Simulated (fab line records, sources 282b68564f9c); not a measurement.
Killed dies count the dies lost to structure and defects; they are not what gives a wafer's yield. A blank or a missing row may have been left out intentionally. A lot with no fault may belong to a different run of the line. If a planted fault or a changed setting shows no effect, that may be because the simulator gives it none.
Which of the tools did it?	flow rit-cmos	13 lots, 39 wafers sampled, at 6 steps of a route of 202

## WHAT THE GAUGES SHOWED, per wafer
RIT_ACTIVE_THK_MEAS_04.
lot	measured	on	ACTIVE_NITRIDE_THK (nm)
L987	day 1 14:02	film-metro-02	148.9 148.2 149.7
L988	day 1 20:29	film-metro-03	149.3 150.2 150.1
L990	day 2 05:11	film-metro-01	152.1 151.7 150.9
L992	day 2 16:16	film-metro-01	150.8 150.2 150.4
L993	day 2 19:49	film-metro-01	151.7 151.8 151.3
L994	day 3 02:24	film-metro-03	150.6 147.9 149.3
L995	day 3 09:59	film-metro-02	150.0 148.5 151.5
L998	day 3 21:34	film-metro-02	149.4 148.2 148.8
L999	day 4 04:49	film-metro-02	148.2 148.3 147.1
L100	day 4 07:34	film-metro-03	147.7 147.4 147.5
L101	day 4 12:32	film-metro-02	149.7 150.0 150.7
L102	day 4 16:32	film-metro-01	152.6 153.1 151.5
L110	day 6 08:32	film-metro-02	187.3 178.8 163.4

RIT_GATE_CD_MEAS_16: the cd target is 150 nm.
lot	measured	on	cd-nm (nm)
L987	day 2 16:45	cd-sem-01	150 151 146
L988	day 3 00:13	cd-sem-01	144 144 146
L990	day 3 10:38	cd-sem-01	153 151 152
L992	day 3 20:28	cd-sem-01	148 148 149
L993	day 3 23:34	cd-sem-01	146 148 148
L994	day 4 07:29	cd-sem-01	145 147 145
L995	day 4 13:48	cd-sem-02	148 150 152
L998	day 5 03:19	cd-sem-01	151 152 152
L999	day 5 06:47	cd-sem-01	152 153 153
L100	day 5 08:23	cd-sem-01	153 152 153
L101	day 5 16:22	cd-sem-01	151 152 150
L102	day 5 18:28	cd-sem-01	152 151 149
L110	day 7 07:53	cd-sem-01	151 152 151

RIT_GATE_CD_MEAS_90: the cd target is 150 nm.
lot	measured	on	cd-nm (nm)
L987	day 2 17:32	cd-sem-01	151 151 146
L988	day 3 00:48	cd-sem-01	144 145 146
L990	day 3 11:14	cd-sem-02	152 151 152
L992	day 3 21:02	cd-sem-02	147 147 149
L993	day 4 00:09	cd-sem-02	146 148 149
L994	day 4 08:04	cd-sem-02	146 147 145
L995	day 4 14:33	cd-sem-01	147 150 152
L998	day 5 03:54	cd-sem-02	151 152 152
L999	day 5 07:23	cd-sem-02	152 153 153
L100	day 5 08:58	cd-sem-02	153 152 154
L101	day 5 16:58	cd-sem-02	151 152 150
L102	day 5 19:11	cd-sem-01	152 151 150
L110	day 7 08:43	cd-sem-02	151 152 151

RIT_PLDD_OVL_MEAS_06.
lot	measured	on	PLDD_OVL (nm)
L987	day 2 23:22	overlay-02	-3.1 -2.7 -2.0
L988	day 3 10:06	overlay-01	4.6 1.9 1.5
L990	day 3 16:36	overlay-02	2.2 -0.6 1.8
L992	day 4 02:32	overlay-01	1.4 1.7 1.9
L993	day 4 07:59	overlay-02	2.0 -0.8 1.6
L994	day 4 14:23	overlay-02	0.8 1.0 0.6
L995	day 4 21:17	overlay-01	0.9 1.3 -1.9
L998	day 5 09:19	overlay-02	-0.8 -0.6 -0.4
L999	day 5 12:53	overlay-02	-0.6 0.2 0.9
L100	day 5 16:47	overlay-02	-0.9 -0.3 0.1
L101	day 5 23:09	overlay-01	3.6 2.6 3.9
L102	day 6 01:42	overlay-02	1.7 2.2 1.1
L110	day 7 14:50	overlay-01	2.1 1.2 -0.2

## WHICH TOOL RAN EACH LOT (tool, then ch and the chambers of the sampled wafers, then the start)
lot	RIT_ACTIVE_CVD_03	RIT_ACTIVE_ETCH_13
L987	lpcvd-01 ch 1, day 1 12:37	rie-diel-04 ch 0,1,2, day 1 15:21
L988	lpcvd-02 ch 0, day 1 19:04	rie-diel-02 ch 1,2,3, day 1 21:39
L990	lpcvd-02 ch 0, day 2 03:45	rie-diel-04 ch 0,1,3, day 2 06:28
L992	lpcvd-01 ch 1, day 2 14:50	rie-diel-02 ch 2,3, day 2 17:34
L993	lpcvd-01 ch 0, day 2 18:25	rie-diel-04 ch 1,2, day 2 21:08
L994	lpcvd-01 ch 1, day 3 00:58	rie-diel-04 ch 0,1,3, day 3 03:42
L995	lpcvd-02 ch 1, day 3 07:50	rie-diel-01 ch 1,2, day 3 11:09
L998	lpcvd-02 ch 0, day 3 19:25	rie-diel-01 ch 0,1,3, day 3 23:03
L999	lpcvd-01 ch 1, day 4 03:23	rie-diel-01 ch 0,1,2, day 4 06:14
L100	lpcvd-02 ch 0, day 4 06:08	rie-diel-02 ch 0,2, day 4 08:44
L101	lpcvd-01 ch 1, day 4 11:07	rie-diel-01 ch 0,1,2, day 4 13:52
L102	lpcvd-01 ch 1, day 4 15:07	rie-diel-02 ch 0,2,3, day 4 17:50
L110	lpcvd-02 ch 1, day 6 07:07	rie-diel-01 ch 1,2,3, day 6 09:43
- RIT_ACTIVE_CVD_03: deposits Si3N4 from SiH2Cl2/NH3, target thk 150 nm, time 1500 s.
- RIT_ACTIVE_ETCH_13: etches Si3N4 in SF6, stops on SiO2, time 210 s, target depth 210 nm.

## AS READ BY THE TOOLS THEMSELVES (means over the sampled wafers that have a number; for cases with no such wafer, the mark the record gives instead)
RIT_ACTIVE_CVD_03.
lot	tool	spike-tc-centre-C (C)	zone-power-load-pct (%)
L987	lpcvd-01	811.1	20.0
L988	lpcvd-02	813.2	21.8
L990	lpcvd-02	813.8	22.0
L992	lpcvd-01	811.5	19.9
L993	lpcvd-01	811.7	21.5
L994	lpcvd-01	810.6	19.8
L995	lpcvd-02	810.4	21.6
L998	lpcvd-02	812.9	22.2
L999	lpcvd-01	811.3	20.1
L100	lpcvd-02	813.2	22.1
L101	lpcvd-01	812.2	20.0
L102	lpcvd-01	811.3	20.1
L110	lpcvd-02	838.3	20.2

RIT_ACTIVE_ETCH_13.
lot	tool	drypump-motor-current-A (A)	oes-product-au (a.u.)	throttle-valve-pct (%)
L987	rie-diel-04	5.7	0.812	7.53
L988	rie-diel-02	5.8	0.822	7.47
L990	rie-diel-04	6.0	0.826	7.53
L992	rie-diel-02	5.6	0.828	7.41
L993	rie-diel-04	5.8	0.822	7.48
L994	rie-diel-04	6.0	0.822	7.52
L995	rie-diel-01	5.6	0.815	7.60
L998	rie-diel-01	6.0	0.820	7.40
L999	rie-diel-01	5.9	0.808	7.45
L100	rie-diel-02	6.4	0.798	7.50
L101	rie-diel-01	5.9	0.817	7.44
L102	rie-diel-02	5.9	0.827	7.51
L110	rie-diel-01	5.8	0.889	7.54

## THE ANSWER, worked out from the rows above alone
Rule: the lots themselves supply what counts as usual. The widest of any qualifying gaps counts: lots, ordered by their means at a reading, are off when they make up no more than a third of the lots, leave a main group of 4 or more, and stand apart from it by 3 or more times the standard deviation of that group's means. Not used: any main group whose means are identical at the precision the tables above print for the reading. Also off: a lot with no number at a reading for which 4 or more lots have one. The other lots that the step has rows for count as sound. Order of review: gauges by route order, followed by the tools' own readings, for which a lot's mean as printed above is used. The first step at which some lot is off is used, and at that step the reading that is off furthest; a lot without a number counts as furthest.
Off: at RIT_ACTIVE_THK_MEAS_04 (ACTIVE_NITRIDE_THK), L110. For the main group the mean is 149.9 nm and the standard deviation 1.4.
A tool fits if, at a process step before that reading, it ran every lot that is off, and no sound lot after the first of them. Not tried: the gauges at RIT_ACTIVE_THK_MEAS_04; whatever is off there is also off at RIT_ACTIVE_CVD_03, on other tools, and gauge error can't account for it. One candidate fits, namely lpcvd-02 at RIT_ACTIVE_CVD_03. Its last sound lot is L100 (day 4 06:08), its first lot that is off L110 (day 6 07:07): a fault that began between those two fits.
The tool's own readings at RIT_ACTIVE_CVD_03 bear it out: on the lots that are off they differ by more than 5 times the standard deviation of the sound lots' means. spike-tc-centre-C reads 838.3 C there against 811.9 C on the sound lots.

## WHAT THE SIMULATOR PUT IN
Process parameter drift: lpcvd-02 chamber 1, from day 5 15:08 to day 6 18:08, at RIT_ACTIVE_CVD_03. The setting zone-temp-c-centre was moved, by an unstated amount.
Shown lots that were struck: L110. The same result came from the rule above.
